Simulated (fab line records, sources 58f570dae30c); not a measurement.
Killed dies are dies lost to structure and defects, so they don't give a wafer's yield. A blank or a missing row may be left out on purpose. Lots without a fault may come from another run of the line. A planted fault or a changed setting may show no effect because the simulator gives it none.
Split-lot experiment | flow berkeley_cmos170 | 5 lots, 23 wafers read, on a route of 331 steps

THE SPLIT
At UCB170_PLDD_IMPLANT_09, the setting dose_cm2 was moved away from the recipe's 5e+13 on 7 of the 23 wafers read, by -5.4% to -2.9%. The other wafers ran this setting at the recipe's value.

FROM THE SPLIT TO THE READING: what the file shows between them, 4 steps
- UCB170_NLDD_IMPLANT_08 (also split here: energy_kev)
- UCB170_PSD_IMPLANT_08 (also split here: energy_kev)
- UCB170_PSD_STRIP_09: strips in O2
- UCB170_SDANNEAL_RTA_01: time 5 s (also split here: time_s)

THE READING
PLDD_RS, in ohm/sq, at UCB170_SDANNEAL_RS_MEAS_04 (measures by four-point-probe). Fault-free wafers of this fab line usually give 1031.0 ohm/sq, standard deviation 2.6 ohm/sq.

wafer  | tool, chamber at the split | dose_cm2 as run | against the recipe | PLDD_RS, ohm/sq | against lot-mates on the recipe
L076.1 | implanter-04, 0            | 4.856e+13       | -2.9%              | 1043.9          | +12.8
L076.3 | implanter-04, 0            | 5e+13           | recipe             | 1033.1          | -
L076.4 | implanter-04, 0            | 4.856e+13       | -2.9%              | 1043.5          | +12.4
L076.5 | implanter-04, 0            | 5e+13           | recipe             | 1029.1          | -
L076.6 | implanter-04, 0            | 4.856e+13       | -2.9%              | 1042.3          | +11.2
L075.2 | implanter-02, 0            | 5e+13           | recipe             | 1033.0          | -
L075.3 | implanter-02, 0            | 5e+13           | recipe             | 1033.4          | -
L075.4 | implanter-02, 0            | 5e+13           | recipe             | 1031.6          | -
L075.5 | implanter-02, 0            | 5e+13           | recipe             | 1031.8          | -
L075.6 | implanter-02, 0            | 5e+13           | recipe             | 1034.2          | -
L077.1 | implanter-01, 0            | 5e+13           | recipe             | 1029.2          | -
L077.2 | implanter-01, 0            | 5e+13           | recipe             | 1027.6          | -
L077.3 | implanter-01, 0            | 4.775e+13       | -4.5%              | 1047.6          | +19.1
L077.4 | implanter-01, 0            | 4.775e+13       | -4.5%              | 1047.7          | +19.2
L077.6 | implanter-01, 0            | 5e+13           | recipe             | 1028.7          | -
L078.1 | implanter-04, 0            | 4.731e+13       | -5.4%              | 1058.7          | +24.6
L078.2 | implanter-04, 0            | 5e+13           | recipe             | 1034.3          | -
L078.4 | implanter-04, 0            | 5e+13           | recipe             | 1032.8          | -
L078.5 | implanter-04, 0            | 4.731e+13       | -5.4%              | 1059.5          | +25.4
L078.6 | implanter-04, 0            | 5e+13           | recipe             | 1035.1          | -
L085.3 | implanter-04, 0            | 5e+13           | recipe             | 1029.9          | -
L085.4 | implanter-04, 0            | 5e+13           | recipe             | 1028.5          | -
L085.5 | implanter-04, 0            | 5e+13           | recipe             | 1029.7          | -

THE FIT
A straight line over all 23 wafers: PLDD_RS changes by -4.47 ohm/sq for each +1% of dose_cm2; r = -0.96; the points scatter about the line by 2.7 ohm/sq.
The same after taking each lot's own level away (the mean of its wafers on the recipe; 23 wafers): -4.45 ohm/sq for each +1%; r = -0.99; scatter 1.1 ohm/sq.
On that fit, the largest move of dose_cm2 shifts the reading by 24 ohm/sq.
The lots' own levels span 1028.50 to 1034.07 ohm/sq, that is 2.1 times the standard deviation above.
So the lot-to-lot level changes the slope little: the two slopes agree.
Check: with one of the wafers moved furthest among these (-5.4%) left out of the fit, the line predicts +23.6 ohm/sq for it against its lot-mates. It came out at +24.6 ohm/sq against them.

OTHER SPLITS ON THESE WAFERS
These wafers also went through other splits before the reading. Each is held against what the fit with the lots' levels taken away leaves over:
other split on the same wafers    | wafers away from the commonest value | r with PLDD_RS (lot level and that fit taken away)
UCB170_GATE_PEB_10 peb_temp_c     | 10                                   | +0.21
UCB170_NLDD_IMPLANT_08 energy_kev | 7                                    | +0.11
UCB170_PSD_IMPLANT_08 energy_kev  | 7                                    | +0.17
UCB170_SDANNEAL_RTA_01 time_s     | 5                                    | -0.08

THE FILE'S OWN FIT
PLDD_RS changes by -4.45 ohm/sq for each +1% of dose_cm2, r = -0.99.
